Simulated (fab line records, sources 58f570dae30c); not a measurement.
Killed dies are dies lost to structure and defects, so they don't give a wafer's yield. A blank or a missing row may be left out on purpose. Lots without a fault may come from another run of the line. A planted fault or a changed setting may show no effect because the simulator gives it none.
Split-lot experiment | flow berkeley_cmos170 | 5 lots, 23 wafers read, on a route of 331 steps

THE SPLIT
At UCB170_PLDD_EXPOSE_03 (exposes mask PSELECT, target cd 1200 nm), the setting dose_mj was moved away from the recipe's 30 on 11 of the 23 wafers read, by +2.4% to +7.2%. The other wafers ran this setting at the recipe's value.

FROM THE SPLIT TO THE READING: what the file shows between them, 2 steps
- UCB170_PLDD_PEB_04
- UCB170_PLDD_DEVELOP_05: develop time 45 s

THE READING
cd_nm, in nm, at UCB170_PLDD_CD_MEAS_06 (target cd 1200 nm). Fault-free wafers of this fab line usually give 1199.8 nm, standard deviation 1.6 nm.

wafer  | tool, chamber at the split | dose_mj as run | against the recipe | cd_nm, nm | against lot-mates on the recipe
L074.1 | krf_scanner-01, 0          | 31.83          | +6.1%              | 1212.9    | +11.0
L074.2 | krf_scanner-01, 0          | 31.83          | +6.1%              | 1211.6    | +9.7
L074.3 | krf_scanner-01, 0          | 30             | recipe             | 1202.3    | -
L074.4 | krf_scanner-01, 0          | 30             | recipe             | 1201.5    | -
L074.6 | krf_scanner-01, 0          | 31.83          | +6.1%              | 1212.4    | +10.5
L079.3 | krf_scanner-01, 0          | 30             | recipe             | 1198.4    | -
L079.4 | krf_scanner-01, 0          | 30             | recipe             | 1198.1    | -
L079.5 | krf_scanner-01, 0          | 30             | recipe             | 1200.1    | -
L081.1 | krf_scanner-02, 0          | 32.15          | +7.2%              | 1210.5    | +11.4
L081.2 | krf_scanner-02, 0          | 30             | recipe             | 1199.1    | -
L081.3 | krf_scanner-02, 0          | 30             | recipe             | 1198.4    | -
L081.5 | krf_scanner-02, 0          | 32.15          | +7.2%              | 1211.4    | +12.3
L081.6 | krf_scanner-02, 0          | 30             | recipe             | 1199.7    | -
L082.1 | krf_scanner-02, 0          | 30             | recipe             | 1197.6    | -
L082.2 | krf_scanner-02, 0          | 30.72          | +2.4%              | 1203.1    | +4.9
L082.4 | krf_scanner-02, 0          | 30.72          | +2.4%              | 1203.3    | +5.1
L082.5 | krf_scanner-02, 0          | 30             | recipe             | 1198.7    | -
L082.6 | krf_scanner-02, 0          | 30.72          | +2.4%              | 1202.3    | +4.1
L085.1 | krf_scanner-02, 0          | 31.87          | +6.2%              | 1212.6    | +10.3
L085.2 | krf_scanner-02, 0          | 31.87          | +6.2%              | 1213.2    | +10.9
L085.3 | krf_scanner-02, 0          | 30             | recipe             | 1202.4    | -
L085.5 | krf_scanner-02, 0          | 31.87          | +6.2%              | 1211.8    | +9.5
L085.6 | krf_scanner-02, 0          | 30             | recipe             | 1202.2    | -

THE FIT
A straight line over all 23 wafers: cd_nm changes by +1.88 nm for each +1% of dose_mj; r = +0.96; the points scatter about the line by 1.7 nm.
The same after taking each lot's own level away (the mean of its wafers on the recipe; 23 wafers): +1.67 nm for each +1%; r = +0.99; scatter 0.64 nm.
On that fit, the largest move of dose_mj shifts the reading by 12 nm.
The lots' own levels span 1198.15 to 1202.30 nm, that is 2.6 times the standard deviation above.
So the lot-to-lot level changes the slope: the two fits differ.
Check: with one of the wafers moved furthest among these (+7.2%) left out of the fit, the line predicts +12.2 nm for it against its lot-mates. It came out at +11.4 nm against them.

OTHER SPLITS ON THESE WAFERS
These wafers also went through other splits before the reading. Each is held against what the fit with the lots' levels taken away leaves over:
other split on the same wafers          | wafers away from the commonest value | r with cd_nm (lot level and that fit taken away)
UCB170_ZERO_COAT_01 spin_rpm            | 7                                    | -0.13
UCB170_WELLDRIVE_OXIDATION_01 ox_time_s | 10                                   | -0.06
UCB170_PFIELD_COAT_01 spin_rpm          | 8                                    | +0.01
UCB170_SCREENOX_OXIDATION_01 temp_c     | 15                                   | -0.21
UCB170_NVT_IMPLANT_07 energy_kev        | 8                                    | -0.07
UCB170_PVT_COAT_01 spin_rpm             | 4                                    | +0.29

THE FILE'S OWN FIT
cd_nm changes by +1.68 nm for each +1% of dose_mj, r = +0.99.
